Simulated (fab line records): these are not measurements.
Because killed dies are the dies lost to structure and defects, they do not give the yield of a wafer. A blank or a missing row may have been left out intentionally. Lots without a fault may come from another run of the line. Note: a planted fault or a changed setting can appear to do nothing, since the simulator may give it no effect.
Tool commonality check ; flow rit-cmos ; 16 lots, 48 wafers sampled

== WHAT PROMPTED THE OPENING ==
RIT_GATE_OVL_MEAS_17, reading GATE_OVL: flagged on 4 of 16 lots. Wafers without a fault read -0.4 nm, standard deviation 1.2.
Rule: flag the lot when none of its wafers has a number, or when each of its wafers that has one lies beyond 4 standard deviations from that mean. The rest of the lots are taken to be sound.

lot;measured;on;GATE_OVL (nm), wafer by wafer;flag
L468;day 2 12:22;overlay-01;0.0 0.5 -0.5;
L471;day 3 04:40;overlay-02;-2.2 -1.3 -1.2;
L473;day 3 13:49;overlay-01;1.1 0.4 2.5;
L474;day 3 19:03;overlay-02;0.1 1.1 -0.9;
L475;day 3 22:54;overlay-02;-0.2 -1.7 -3.5;
L477;day 4 11:14;overlay-02;-1.1 -0.9 0.3;
L478;day 4 15:07;overlay-01;-1.7 -1.7 0.0;
L479;day 4 19:20;overlay-01;-1.1 -1.8 -1.6;
L481;day 5 07:13;overlay-01;-1.0 -1.6 0.9;
L482;day 5 10:36;overlay-02;0.8 1.7 -0.1;
L483;day 5 15:05;overlay-02;-2.1 0.8 0.0;
L485;day 6 03:17;overlay-01;1.6 1.2 1.4;
L487;day 6 12:02;overlay-02;131.0 130.0 129.0;FLAGGED
L489;day 6 22:01;overlay-02;128.2 128.6 129.1;FLAGGED
L490;day 7 07:31;overlay-01;126.9 128.9 129.5;FLAGGED
L491;day 7 10:41;overlay-02;129.2 129.0 130.6;FLAGGED
On average the flagged lots read 129.2 nm, which is +129.6 nm against the usual, or +99 or more standard deviations.

== TOOL THAT RAN EACH LOT ==
The record holds 1 process step before the reading, out of a route of 202 steps. Read each cell as the tool, then ch plus the chambers that the sampled wafers visited, then the start.
lot;flag;RIT_GATE_EXPOSE_13
L468;;iline-stepper-01 ch 0, day 2 11:51
L471;;iline-stepper-01 ch 0, day 3 04:11
L473;;iline-stepper-02 ch 0, day 3 13:13
L474;;iline-stepper-02 ch 0, day 3 18:33
L475;;iline-stepper-01 ch 0, day 3 22:24
L477;;iline-stepper-02 ch 0, day 4 10:45
L478;;iline-stepper-02 ch 0, day 4 14:36
L479;;iline-stepper-01 ch 0, day 4 18:50
L481;;iline-stepper-02 ch 0, day 5 06:43
L482;;iline-stepper-02 ch 0, day 5 10:05
L483;;iline-stepper-02 ch 0, day 5 14:34
L485;;iline-stepper-01 ch 0, day 6 02:46
L487;FLAGGED;iline-stepper-01 ch 0, day 6 11:31
L489;FLAGGED;iline-stepper-01 ch 0, day 6 21:30
L490;FLAGGED;iline-stepper-01 ch 0, day 7 07:01
L491;FLAGGED;iline-stepper-01 ch 0, day 7 10:10
What is done by these steps:
- RIT_GATE_EXPOSE_13: exposes mask M6, target cd 150 nm.
- RIT_GATE_OVL_MEAS_17

== FLAGGED OVER TOTAL, TOOL BY TOOL (the gauges that took the reading come last) ==
step;tool;lots run;flagged;share of the flagged lots;sound lots run after its first flagged lot
RIT_GATE_EXPOSE_13;iline-stepper-01;9;4;all;0
RIT_GATE_EXPOSE_13;iline-stepper-02;7;0;none;-
RIT_GATE_OVL_MEAS_17;overlay-01;7;1;some;0
RIT_GATE_OVL_MEAS_17;overlay-02;9;3;some;0

== WHAT IS ALLOWED BY THE TABLE ==
Rows of the table that ran each flagged lot: 1, that is iline-stepper-01 at RIT_GATE_EXPOSE_13.
- iline-stepper-01 at RIT_GATE_EXPOSE_13 ran 9 lots, 4 of them flagged. Its last sound lot is L485 (day 6 02:46), its first flagged lot L487 (day 6 11:31): a fault that began between those two fits.
What remains is a single tool, iline-stepper-01 at RIT_GATE_EXPOSE_13.

== WHAT THE SIMULATOR PUT IN ==
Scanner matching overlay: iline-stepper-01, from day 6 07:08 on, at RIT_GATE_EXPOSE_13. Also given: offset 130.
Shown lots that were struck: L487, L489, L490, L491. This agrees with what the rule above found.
